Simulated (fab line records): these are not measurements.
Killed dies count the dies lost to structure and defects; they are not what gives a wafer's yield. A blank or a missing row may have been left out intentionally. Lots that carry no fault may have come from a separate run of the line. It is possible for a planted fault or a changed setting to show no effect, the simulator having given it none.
fab line records	flow rit-cmos
[record] lots = 7	wafers = 21	last-day = 7
route steps=202 shown CONTACT@176 M1@184
lots that met no fault: from a run of the same line without faults
start-h: the number of hours between the record's first day and the start of the first shown wafer of the lot	wait-h: time in hours since the lot's previous step	" the same as in the row above	L1.1+2: a row that stands for several wafers	- no value, or no start was given	* or withheld: withheld	< > ~ a bound
route shown NAME@n: a module of which the file shows steps, and the number in the route of the first	usual: mean/standard deviation of fault-free wafers	same: alike in all rows	chamber/n: place in a boat	sites: readings site by site	_std_site: standard deviation of those values	_edge_site: inner sites' mean taken away from outer sites' mean	radius-mm: how far each site lies from the wafer's centre	mask NAME#n: copy n	behind: tool/chamber where the wafer was last shaped	hold: why the lot was held/for how many hours/how that ended	device: which transistor (n, p or np) failed to switch	end of line: the same wafers' tests at the end of the route	step lacking rows: just its recipe	killed: dies that structure and defects cost at the first sort, which is not the same as the wafer's yield	map: a wafer's dies, x killed, . not, _ none there
set.NAME: the setting as run; set.NAME@STEP: as run at that earlier step	model.NAME: the simulator's own value behind a step, which no gauge read
certain route steps with their lots: each step a table, each wafer a row
services: the hour from which a tool's chamber was out of use, counted from the record's first day as start-h (under 0 if before that day), plus the number of hours and why
[[steps]]
[step RIT_CONTACT_CD_MEAS_08]
[recipe] target-cd-nm = 1000
[usual] cd-nm = 1000.3/2
lot.wafer	tool	chamber	start-h	wait-h	cd-nm
L526.1	cd-sem-02	-	62.01	-	997.3
L526.3	"	-	"	"	996.2
L526.4	"	-	"	"	995.2
L527.3	cd-sem-01	-	67.50	-	1002.3
L527.5	"	-	"	"	1001.8
L527.6	"	-	"	"	1003.4
L531.1	cd-sem-02	-	82.67	-	998.9
L531.3	"	-	"	"	998.2
L531.5	"	-	"	"	999.0
L532.1	cd-sem-01	-	85.47	-	1001.4
L532.2	"	-	"	"	1003.2
L532.6	"	-	"	"	1000.4
L536.1	cd-sem-02	-	114.80	-	997.8
L536.2	"	-	"	"	995.7
L536.6	"	-	"	"	998.3
L546.1	cd-sem-02	-	157.98	-	1002.6
L546.4	"	-	"	"	1001.8
L546.6	"	-	"	"	1002.2
L545.2	cd-sem-01	-	158.25	-	1003.8
L545.4	"	-	"	"	1003.9
L545.6	"	-	"	"	1002.8
[step RIT_CONTACT_OVL_MEAS_09]
[usual] CONTACT_OVL = -0.1/1.2
lot.wafer	tool	chamber	start-h	wait-h	CONTACT_OVL[nm]
L526.1	overlay-01	-	62.13	0.1	-0.5
L526.3	"	-	"	"	-1.5
L526.4	"	-	"	"	1.0
L527.3	overlay-02	-	67.59	0.1	-1.2
L527.5	"	-	"	"	-0.1
L527.6	"	-	"	"	-0.6
L531.1	overlay-01	-	82.79	0.1	-2.6
L531.3	"	-	"	"	-0.2
L531.5	"	-	"	"	-1.7
L532.1	overlay-02	-	85.59	0.1	-0.3
L532.2	"	-	"	"	-0.7
L532.6	"	-	"	"	0.4
L536.1	overlay-02	-	114.92	0.1	0.7
L536.2	"	-	"	"	-0.1
L536.6	"	-	"	"	-0.8
L546.1	overlay-01	-	158.10	0.1	-0.2
L546.4	"	-	"	"	-2.9
L546.6	"	-	"	"	2.0
L545.2	overlay-02	-	158.35	0.1	0.2
L545.4	"	-	"	"	0.0
L545.6	"	-	"	"	0.4
[step RIT_CONTACT_HARDBAKE_10]
[recipe] resist = NOVOLAK	temp-c = 140	time-s = 60
[step RIT_CONTACT_ETCH_11]
[recipe] target-depth-a = 4800	over-etch-frac = 0.2	stop-on = TiSi2	chemistry = CHF3/CF4/Ar	target = SiO2	CHF3_flow_sccm = 50	cf4-flow-sccm = 10	Ar_flow_sccm = 100	O2_flow_sccm = 5	pressure-mtorr = 100	rf-w = 200	time-s = 320
[usual] O2_flow_sccm = 5.001/0.015	drypump-motor-current-A = 5.9/0.33	oes-product-au = 0.985/0.015	rf-fwd-power-W = 199.6/0.64	throttle-valve-pct = 8.92/0.11
[same] over-etch-frac = 0.2
lot.wafer	tool	chamber	start-h	wait-h	O2_flow_sccm	drypump-motor-current-A	oes-product-au	rf-fwd-power-W	rf-hours-counter-h	throttle-valve-pct
L526.1	rie-diel-01	2	62.31	0.1	4.994	5.9	0.975	199.9	82	8.91
L526.3	"	0	"	"	5.008	5.7	0.993	200.0	0	9.06
L526.4	"	3	"	"	4.991	6.1	0.991	199.2	-	8.94
L527.3	rie-diel-03	2	67.76	0.1	4.991	5.8	0.993	199.6	104	8.91
L527.5	"	1	"	"	5.011	6.2	0.959	199.8	-	9.07
L527.6	"	2	"	"	5.013	5.8	0.999	198.6	-	8.90
L531.1	rie-diel-03	3	82.98	0.1	5.020	5.6	0.992	200.6	1	8.88
L531.3	"	1	"	"	4.981	6.2	0.972	199.7	84	9.07
L531.5	"	1	"	"	4.978	6.2	0.978	199.1	-	9.05
L532.1	rie-diel-03	0	85.87	0.1	4.989	5.8	1.008	199.9	82	8.73
L532.2	"	1	"	"	5.008	6.2	0.965	200.3	84	9.07
L532.6	"	1	"	"	4.991	6.2	0.978	199.5	-	9.06
L536.1	rie-diel-01	1	115.11	0.1	4.999	5.6	0.965	200.1	14	8.86
L536.2	"	0	"	"	4.970	5.7	0.990	199.5	1	9.05
L536.6	"	2	"	"	5.019	6.0	0.970	200.5	-	8.89
L546.1	rie-diel-04	3	158.29	0.1	4.993	5.9	0.975	199.6	131	8.76
L546.4	"	1	"	"	4.975	6.2	0.959	201.1	123	8.83
L546.6	"	2	"	"	4.995	6.4	0.988	199.4	-	8.89
L545.2	rie-diel-01	3	158.53	0.1	5.012	6.0	0.994	199.8	6	8.94
L545.4	"	1	"	"	4.979	5.6	0.966	199.2	15	8.88
L545.6	"	3	"	"	5.005	6.1	0.984	199.2	-	8.93
[step RIT_CONTACT_STRIP_12]
[recipe] chemistry = O2	time-s = 180	resist = NOVOLAK	platen-temp-c = withheld	power-w = 500	pressure-mtorr = 4000	o2-flow-sccm = 4000
[usual] drypump-motor-current-A = 5.3/0.36	o2-flow-sccm = 4001/12
lot.wafer	tool	chamber	start-h	wait-h	drypump-motor-current-A	o2-flow-sccm	rf-hours-counter-h
L526.1	plasma-asher-03	1	62.51	0.1	5.6	4001	25
L526.3	"	1	"	"	5.7	4003	-
L526.4	"	0	"	"	5.9	3996	-
L527.3	plasma-asher-02	1	68.02	0.2	5.3	4017	-
L527.5	"	1	"	"	5.4	3993	-
L527.6	"	0	"	"	5.3	4016	-
L531.1	plasma-asher-02	0	83.17	0.1	5.3	3970	47
L531.3	"	1	"	"	5.3	4031	-
L531.5	"	0	"	"	5.3	3993	-
L532.1	plasma-asher-02	1	86.07	0.1	5.4	3995	47
L532.2	"	0	"	"	5.3	4001	47
L532.6	"	0	"	"	5.3	4013	-
L536.1	plasma-asher-03	0	115.30	0.1	5.9	3999	30
L536.2	"	1	"	"	5.7	4009	30
L536.6	"	0	"	"	5.9	4007	-
L546.1	plasma-asher-03	0	158.48	0.1	5.9	3998	33
L546.4	"	0	"	"	5.9	3995	-
L546.6	"	0	"	"	5.9	3992	-
L545.2	plasma-asher-01	0	158.73	0.1	5.0	4014	52
L545.4	"	0	"	"	5.0	4011	-
L545.6	"	0	"	"	5.0	4023	-
[step RIT_CONTACT_CD_MEAS_90]
[recipe] target-cd-nm = 1000
[usual] cd-nm = 1000.2/1.9
lot.wafer	tool	chamber	start-h	wait-h	cd-nm
L526.1	cd-sem-01	-	62.68	0.1	997.4
L526.3	"	-	"	"	996.6
L526.4	"	-	"	"	995.3
L527.3	cd-sem-02	-	68.17	0.1	1002.5
L527.5	"	-	"	"	1001.9
L527.6	"	-	"	"	1003.0
L531.1	cd-sem-01	-	83.34	0.1	999.0
L531.3	"	-	"	"	998.7
L531.5	"	-	"	"	998.9
L532.1	cd-sem-02	-	86.24	0.1	1001.7
L532.2	"	-	"	"	1003.3
L532.6	"	-	"	"	1001.0
L536.1	cd-sem-01	-	115.48	0.1	997.7
L536.2	"	-	"	"	996.0
L536.6	"	-	"	"	997.8
L546.1	cd-sem-01	-	158.65	0.1	1002.9
L546.4	"	-	"	"	1001.5
L546.6	"	-	"	"	1002.4
L545.2	cd-sem-02	-	158.92	0.1	1004.4
L545.4	"	-	"	"	1003.6
L545.6	"	-	"	"	1002.5
[step RIT_CONTACT_CLEAN_13]
[recipe] chemistry = SC1	mix = 3:3:50	time-s = 600	temp-c = 75
[step RIT_CONTACT_CLEAN_14]
[recipe] chemistry = SC2	mix = 3:3:50	time-s = 600	temp-c = 75	dry = n2-spin
[step RIT_M1_SPUTTER_00]
[recipe] material = Al	target-thk-nm = 400	power-w = 2000	chamber-pressure-pa = 0.4	gas = Ar	time-s = 491.7	substrate-temp-c = 25
[usual] chamber-pressure-pa = 0.3999/0.00085	throttle-valve-pct = 30.1/1.1
lot.wafer	tool	chamber	start-h	wait-h	chamber-pressure-pa	throttle-valve-pct
L526.1	pvd-sputter-03	-	63.15	0.0	0.3994	28.5
L526.3	"	-	"	"	0.4008	29.5
L526.4	"	-	"	"	0.4006	28.5
L527.3	pvd-sputter-02	-	68.60	0.0	0.4004	30.9
L527.5	"	-	"	"	0.4003	31.1
L527.6	"	-	"	"	0.4004	30.8
L531.1	pvd-sputter-03	-	83.81	0.0	0.3994	28.7
L531.3	"	-	"	"	0.4000	28.7
L531.5	"	-	"	"	0.4010	29.4
L532.1	pvd-sputter-04	-	86.75	0.0	0.4004	30.0
L532.2	"	-	"	"	0.3994	30.1
L532.6	"	-	"	"	0.4006	29.9
L536.1	pvd-sputter-04	-	115.97	0.0	0.4008	29.9
L536.2	"	-	"	"	0.4003	30.1
L536.6	"	-	"	"	0.4002	30.0
L546.1	pvd-sputter-03	-	159.12	0.0	0.3982	30.0
L546.4	"	-	"	"	0.3998	28.8
L546.6	"	-	"	"	0.3999	28.5
L545.2	pvd-sputter-02	-	159.37	0.0	0.3996	31.0
L545.4	"	-	"	"	0.4002	31.2
L545.6	"	-	"	"	0.3993	30.8
[step RIT_M1_RS_MEAS_01]
[recipe] thk-meas-gauge = four-point-probe	reads = Al_of_M1_SPUTTER_00
[usual] M1_AL_RS = 0.0749/0.00071
lot.wafer	tool	chamber	start-h	wait-h	M1_AL_RS[ohm/sq]
L526.1	film-metro-02	-	63.45	0.1	0.0750
L526.3	"	-	"	"	0.0762
L526.4	"	-	"	"	0.0759
L527.3	film-metro-04	-	68.94	0.2	0.0737
L527.5	"	-	"	"	0.0741
L527.6	"	-	"	"	0.0739
L531.1	film-metro-02	-	84.11	0.1	0.0747
L531.3	"	-	"	"	0.0740
L531.5	"	-	"	"	0.0750
L532.1	film-metro-02	-	87.04	0.1	0.0755
L532.2	"	-	"	"	0.0757
L532.6	"	-	"	"	0.0753
L536.1	film-metro-04	-	116.26	0.1	0.0754
L536.2	"	-	"	"	0.0756
L536.6	"	-	"	"	0.0752
L546.1	film-metro-04	-	159.42	0.1	0.0749
L546.4	"	-	"	"	0.0740
L546.6	"	-	"	"	0.0747
L545.2	film-metro-03	-	159.69	0.2	0.0757
L545.4	"	-	"	"	0.0756
L545.6	"	-	"	"	0.0765
[step RIT_M1_THK_MEAS_02]
[recipe] thk-meas-gauge = xrf	reads = Al_of_M1_SPUTTER_00
[usual] M1_AL_THK = 397/4
lot.wafer	tool	chamber	start-h	wait-h	M1_AL_THK[nm]
L526.1	film-metro-02	-	63.57	0.1	397
L526.3	"	-	"	"	391
L526.4	"	-	"	"	392
L527.3	film-metro-04	-	69.04	0.1	404
L527.5	"	-	"	"	404
L527.6	"	-	"	"	404
L531.1	film-metro-02	-	84.23	0.1	396
L531.3	"	-	"	"	399
L531.5	"	-	"	"	395
L532.1	film-metro-02	-	87.16	0.1	393
L532.2	"	-	"	"	393
L532.6	"	-	"	"	395
L536.1	film-metro-04	-	116.38	0.1	397
L536.2	"	-	"	"	394
L536.6	"	-	"	"	398
L546.1	film-metro-04	-	159.54	0.1	400
L546.4	"	-	"	"	403
L546.6	"	-	"	"	401
L545.2	film-metro-03	-	159.80	0.1	388
L545.4	"	-	"	"	386
L545.6	"	-	"	"	385
[step RIT_M1_HMDS_03]
[recipe] prime-time-s = 60	prime-temp-c = 140
[step RIT_M1_COAT_04]
[recipe] resist = NOVOLAK	spin-rpm = 2000	resist-thk-nm = 1300
lot.wafer	tool	chamber	start-h	wait-h	model.NOVOLAK_of_M1_COAT_04.thk-nm
L526.1	litho-track-01	0	63.78	0.1	1301
L526.3	"	0	"	"	1303
L526.4	"	0	"	"	1302
L527.3	litho-track-01	0	69.28	0.1	1289
L527.5	"	0	"	"	1298
L527.6	"	0	"	"	1295
L531.1	litho-track-01	0	84.44	0.1	712.5
L531.3	"	0	"	"	713.9
L531.5	"	0	"	"	710.1
L532.1	litho-track-01	0	87.37	0.1	715.5
L532.2	"	0	"	"	715.4
L532.6	"	0	"	"	714.7
L536.1	litho-track-01	0	116.59	0.1	714.5
L536.2	"	0	"	"	713.5
L536.6	"	0	"	"	714
L546.1+4	litho-track-03	0	159.75	0.1	1301
L546.6	"	0	"	"	1303
L545.2	litho-track-02	0	160.02	0.1	1305
L545.4	"	0	"	"	1303
L545.6	"	0	"	"	1307
[step RIT_M1_SOFTBAKE_05]
[recipe] resist = NOVOLAK	temp-c = 90	time-s = 60
[step RIT_M1_EXPOSE_06]
[recipe] mask-id = M12	na = 0.6	source-shape = conventional	sigma-outer = 0.5	target-cd-nm = 2600	dose-mj = 250
[step RIT_M1_PEB_07]
[recipe] resist = NOVOLAK	temp-c = withheld	time-s = withheld
[step RIT_M1_DEVELOP_08]
[recipe] resist = NOVOLAK	develop-time-s = 68	dev-temp-c = 23
[step RIT_M1_CD_MEAS_09]
[recipe] target-cd-nm = 2600
[usual] cd-nm = 2600.0/2.1
lot.wafer	tool	chamber	start-h	wait-h	cd-nm
L526.1	cd-sem-01	-	64.67	-	2600.8
L526.3	"	-	"	"	2602.5
L526.4	"	-	"	"	2601.0
L527.3	cd-sem-02	-	70.03	-	2602.2
L527.5	"	-	"	"	2601.1
L527.6	"	-	"	"	2601.5
L531.1	cd-sem-02	-	85.17	-	2533.2
L531.3	"	-	"	"	2535.7
L531.5	"	-	"	"	2533.2
L532.1	cd-sem-02	-	88.10	-	2545.6
L532.2	"	-	"	"	2546.1
L532.6	"	-	"	"	2544.9
L536.1	cd-sem-02	-	117.32	-	2530.1
L536.2	"	-	"	"	2530.2
L536.6	"	-	"	"	2531.6
L546.1	cd-sem-01	-	160.60	-	2601.8
L546.4	"	-	"	"	2600.0
L546.6	"	-	"	"	2599.0
L545.2	cd-sem-02	-	160.87	-	2599.9
L545.4	"	-	"	"	2601.4
L545.6	"	-	"	"	2599.4
[step RIT_M1_OVL_MEAS_10]
[usual] M1_OVL = -0.1/1.3
lot.wafer	tool	chamber	start-h	wait-h	M1_OVL[nm]
L526.1	overlay-02	-	64.79	0.1	-0.1
L526.3	"	-	"	"	0.2
L526.4	"	-	"	"	-1.4
L527.3	overlay-01	-	70.12	0.1	-1.8
L527.5	"	-	"	"	0.0
L527.6	"	-	"	"	-0.5
L531.1	overlay-02	-	85.29	0.1	0.7
L531.3	"	-	"	"	0.5
L531.5	"	-	"	"	-1.6
L532.1	overlay-02	-	88.22	0.1	-1.0
L532.2	"	-	"	"	-2.7
L532.6	"	-	"	"	-1.0
L536.1	overlay-02	-	117.44	0.1	0.0
L536.2	"	-	"	"	-0.9
L536.6	"	-	"	"	0.2
L546.1	overlay-01	-	160.72	0.1	1.7
L546.4	"	-	"	"	0.9
L546.6	"	-	"	"	0.2
L545.2	overlay-02	-	160.98	0.1	-0.1
L545.4	"	-	"	"	-0.1
L545.6	"	-	"	"	-0.7
[step RIT_M1_HARDBAKE_11]
[recipe] resist = NOVOLAK	temp-c = 140	time-s = 120
[step RIT_M1_METAL_ETCH_12]
[recipe] stop-on = SiO2	chemistry = Cl2/BCl3	target = Al	time-s = 165	over-etch-frac = 0.5	pressure-mtorr = 100	target-depth-a = 6000	rf-w = 243.5	Cl2_flow_sccm = 60	bcl3-flow-sccm = 50
[usual] drypump-motor-current-A = 6.2/0.55	oes-product-au = 0.775/0.0091	rf-fwd-power-W = 242.6/0.76	throttle-valve-pct = 8.24/0.069
[same] over-etch-frac = 0.5
lot.wafer	tool	chamber	start-h	wait-h	drypump-motor-current-A	oes-product-au	rf-fwd-power-W	rf-hours-counter-h	throttle-valve-pct	model.NOVOLAK_of_M1_COAT_04.thk-nm	model.M1.cd-nm
L526.1	rie-metal-04	1	65.08	0.2	4.9	0.771	243.2	38	8.19	814	2603
L526.3	"	0	"	"	6.4	0.761	241.3	-	8.25	825	2604
L526.4	"	1	"	"	5.0	0.767	243.3	-	8.17	814.9	2602
L527.3	rie-metal-03	1	70.61	0.2	6.2	0.777	242.4	-	8.36	811.8	2606
L527.5	"	1	"	"	6.2	0.787	242.8	-	8.38	817.2	2603
L527.6	"	0	"	"	6.8	0.781	242.2	-	8.19	812.6	2603
L531.1	rie-metal-02	1	85.85	0.2	5.6	0.780	242.9	3	8.21	318.4	2536
L531.3	"	1	"	"	5.6	0.782	242.9	-	8.21	315.1	2538
L531.5	"	1	"	"	5.6	0.776	243.4	-	8.23	311.7	2535
L532.1	rie-metal-04	1	88.51	0.2	5.0	0.776	243.5	39	8.17	309.4	2547
L532.2	"	0	"	"	6.4	0.769	241.2	36	8.26	319.4	2547
L532.6	"	1	"	"	5.0	0.780	242.8	-	8.18	310.1	2547
L536.1	rie-metal-03	1	117.73	0.2	6.2	0.769	242.1	1	8.36	311.4	2532
L536.2	"	0	"	"	6.8	0.755	242.9	1	8.18	309.7	2533
L536.6	"	1	"	"	6.2	0.770	241.7	-	8.36	311	2535
L546.1	rie-metal-02	1	161.00	0.2	5.7	0.784	241.6	4	8.21	823.1	2605
L546.4	"	0	"	"	6.4	0.789	244.0	-	8.22	818	2600
L546.6	"	1	"	"	5.6	0.784	242.9	-	8.20	826.5	2601
L545.2	rie-metal-03	0	161.26	0.2	6.8	0.770	242.5	2	8.17	820.8	2602
L545.4	"	1	"	"	6.3	0.774	241.7	-	8.37	820.1	2604
L545.6	"	0	"	"	6.7	0.756	242.7	-	8.17	821.6	2603
[step RIT_M1_STRIP_13]
[recipe] chemistry = nmp	resist = NOVOLAK	temp-c = 80	time-s = 600	dry = n2-spin
[step RIT_M1_PROBE_99]
[usual] defect-limited-yield = 97.3/1.2	killed-at-contacts = 0.1/0.25	killed-at-front-end = 7/3.2	killed-dies = 7/3.2	killed-open = 3.5/2.2	killed-short = 3.6/2.1	sort_bin_3_pad_short = 0.1/0.22	sort_bin_5_function = 1.5/0.87	sort_bin_6_memory = 1.1/0.65	sort-n-pass = 257/3.2	sort-yield-pct = 97.3/1.2
[same] gross-dies = 264	killed_at_M0_to_M3 = 0	killed_at_M4_up = 0	killed-at-back-side = 0	killed-at-other = 0
lot.wafer	tool	chamber	start-h	wait-h	defect-limited-yield[%]	killed-at-contacts	killed-at-front-end	killed-dies	killed-open	killed-short	sort_bin_3_pad_short[%]	sort_bin_5_function[%]	sort_bin_6_memory[%]	sort-n-pass	sort-yield-pct[%]
L526.1	prober-02	-	67.33	0.1	97.0	0	8	8	6	2	0	0.8	2.3	256	97.0
L526.3	prober-02	-	67.43	0.2	98.1	0	5	5	3	2	0.4	0.8	0.8	259	98.1
L526.4	prober-02	-	67.48	0.2	96.2	0	10	10	6	4	0	2.3	1.5	254	96.2
L527.3	prober-01	-	72.91	0.2	97.0	0	8	8	4	4	0.4	1.5	1.1	256	97.0
L527.5	prober-01	-	73.01	0.2	97.7	0	6	6	5	1	0	1.9	0.4	258	97.7
L527.6	prober-01	-	73.06	0.2	98.9	0	3	3	1	2	0	0.8	0.4	261	98.9
L531.1	prober-01	-	88.10	0.1	98.5	0	4	4	2	2	0	0.8	0.8	260	98.5
L531.3	prober-01	-	88.20	0.2	98.9	0	3	3	1	2	0.4	0.4	0.4	261	98.9
L531.5	prober-01	-	88.30	0.2	97.7	0	6	6	2	4	0.4	0.8	1.1	258	97.7
L532.1	prober-02	-	90.76	0.1	93.9	0	16	16	8	8	0.4	2.3	3.4	248	93.9
L532.2	prober-02	-	90.81	0.1	97.0	0	8	8	4	4	0	1.9	1.1	256	97.0
L532.6	prober-02	-	91.01	0.2	99.6	0	1	1	0	1	0	0.4	0	263	99.6
L536.1	prober-02	-	119.99	0.1	97.7	0	6	6	4	2	0	1.1	1.1	258	97.7
L536.2	prober-02	-	120.04	0.1	96.6	0	9	9	4	5	0	2.3	1.1	255	96.6
L536.6	prober-02	-	120.24	0.2	98.1	1	4	5	3	2	0	1.1	0.8	259	98.1
L546.1	prober-01	-	163.27	0.1	95.8	0	11	11	7	4	0	2.7	1.5	253	95.8
L546.4	prober-01	-	163.42	0.2	98.1	0	5	5	0	5	0	0.8	1.1	259	98.1
L546.6	prober-01	-	163.52	0.2	97.3	0	7	7	4	3	0.4	1.5	0.8	257	97.3
L545.2	prober-02	-	164.82	0.1	97.7	0	6	6	2	4	0.4	1.9	0	258	97.7
L545.4	prober-02	-	164.92	0.2	98.5	0	4	4	3	1	0	1.5	0	260	98.5
L545.6	prober-02	-	165.02	0.2	98.1	0	5	5	2	3	0	1.1	0.8	259	98.1
// killed by level:class
L526.1 GATE:geometric-particle:open=4 REOX:geometric-particle:open=1 REOX:geometric-particle:short=1 SPACER:geometric-particle:open=1 SPACER:geometric-particle:short=1
L526.3 GATE:geometric-particle:open=2 FOX1:geometric-particle:open=1 FOX1:geometric-particle:short=1 GATE:geometric-particle:short=1
L526.4 GATE:geometric-particle:open=5 FOX1:geometric-particle:short=1 FOX2:geometric-particle:short=1 GATE:geometric-particle:short=1 SPACER:geometric-particle:open=1 SILICIDE:geometric-particle:short=1
L527.3 GATE:geometric-particle:open=3 GATE:geometric-particle:short=2 REOX:geometric-particle:short=1 REOX:geometric-particle:open=1 SPACER:geometric-particle:short=1
L527.5 SILICIDE:geometric-particle:open=2 FOX1:geometric-particle:open=1 FOX1:geometric-particle:short=1 GATE:geometric-particle:open=1 SPACER:geometric-particle:open=1
L527.6 FOX1:geometric-particle:short=1 GATE:geometric-particle:open=1 SILICIDE:geometric-particle:short=1
L531.1 FOX2:geometric-particle:open=1 GATE:geometric-particle:open=1 GATE:geometric-particle:short=1 REOX:geometric-particle:short=1
L531.3 FOX2:geometric-particle:short=2 SILICIDE:geometric-particle:open=1
L531.5 SPACER:geometric-particle:short=2 SILICIDE:geometric-particle:short=2 FOX1:geometric-particle:open=1 SILICIDE:geometric-particle:open=1
L532.1 FOX2:geometric-particle:short=3 REOX:geometric-particle:open=3 FOX1:geometric-particle:open=2 FOX1:geometric-particle:short=2 GATE:geometric-particle:open=2 REOX:geometric-particle:short=2 FOX2:geometric-particle:open=1 GATE:geometric-particle:short=1
L532.2 GATE:geometric-particle:open=2 GATE:geometric-particle:short=2 SPACER:geometric-particle:short=2 SILICIDE:geometric-particle:open=2
L532.6 GATE:geometric-particle:short=1
L536.1 FOX2:geometric-particle:short=1 FOX2:geometric-particle:open=1 GATE:geometric-particle:open=1 REOX:geometric-particle:open=1 SPACER:geometric-particle:open=1 SILICIDE:geometric-particle:short=1
L536.2 GATE:geometric-particle:open=4 FOX1:geometric-particle:short=2 FOX2:geometric-particle:short=1 GATE:geometric-particle:short=1 REOX:geometric-particle:short=1
L536.6 FOX1:geometric-particle:open=1 GATE:geometric-particle:short=1 REOX:geometric-particle:open=1 SILICIDE:geometric-particle:short=1 CONTACT:geometric-particle:open=1
L546.1 GATE:geometric-particle:open=4 GATE:geometric-particle:short=2 FOX1:geometric-particle:short=1 REOX:geometric-particle:open=1 REOX:geometric-particle:short=1 SPACER:geometric-particle:open=1 SILICIDE:geometric-particle:open=1
L546.4 FOX1:geometric-particle:short=2 FOX2:geometric-particle:short=2 GATE:geometric-particle:short=1
L546.6 GATE:geometric-particle:open=2 REOX:geometric-particle:short=2 FOX1:geometric-particle:open=1 REOX:geometric-particle:open=1 SPACER:geometric-particle:short=1
L545.2 FOX1:geometric-particle:short=2 FOX2:geometric-particle:short=1 GATE:geometric-particle:open=1 REOX:geometric-particle:open=1 SILICIDE:geometric-particle:short=1
L545.4 REOX:geometric-particle:open=3 REOX:geometric-particle:short=1
L545.6 FOX1:geometric-particle:open=1 FOX1:geometric-particle:short=1 FOX2:geometric-particle:short=1 SPACER:geometric-particle:open=1 SILICIDE:geometric-particle:short=1
[[services]]
tool	chamber	start-h	hours	kind
rie-diel-01	1	49.92	13.7	repair
rie-diel-01	2	52.35	3.6	repair
rie-metal-02	-	55.97	14.6	pm
rie-diel-04	2	62.58	1.5	repair
pvd-sputter-03	-	67.58	1.9	repair
plasma-asher-03	-	69.14	3.4	repair
rie-diel-01	-	84.90	2.8	pm
rie-diel-01	-	90.31	14.6	pm
rie-diel-03	2	99.34	4.8	repair
rie-diel-04	3	103.86	3.8	repair
rie-diel-03	-	105.01	0.9	repair
pvd-sputter-04	-	109.23	4.8	repair
rie-metal-02	-	109.94	0.8	repair
rie-metal-04	-	121.22	28.1	pm
plasma-asher-03	-	121.61	15.6	pm
rie-diel-01	1	123.80	4.4	repair
rie-diel-03	3	124.09	15.3	repair
rie-metal-02	-	132.45	1.4	pm
plasma-asher-03	-	146.76	0.7	repair
rie-diel-01	1	149.04	4.0	repair
rie-metal-04	-	149.32	20.0	pm
rie-metal-04	0	149.32	20.0	vent-cycle
rie-metal-02	-	152.10	1.1	repair
plasma-asher-01	-	160.90	2.8	pm
[[key]]
[first-sign] step = RIT_M1_CD_MEAS_09	reading = cd-nm	direction = down	sigmas = 30	usual = 2600.0	struck = 2536.7	through = control-loop
effect none on later readings
[model-effect] step = RIT_M1_COAT_04	value = NOVOLAK_of_M1_COAT_04.thk-nm	without = 1298	struck = 713.8
[model-effect] step = RIT_M1_METAL_ETCH_12	value = NOVOLAK_of_M1_COAT_04.thk-nm	without = 817.1	struck = 312.9
met-at RIT_M1_COAT_04
struck-wafers L531.1,L531.3,L531.5,L532.1,L532.2,L532.6,L536.1,L536.2,L536.6
[loop-trim] step = RIT_M1_EXPOSE_06	setting = dose	lots = L532
onset-between 69.28 84.44
[fault] kind = process-parameter-drift	tool = litho-track-01	chamber = -	onset-h = 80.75	steps = RIT_M1_COAT_04	channel = resist-thk-nm	offset = -585	shape = step	end-h = 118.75	acts-in = these-recipes-only	stated = 1300
// loop-trim: a control loop set the setting to another value than it would have without faults
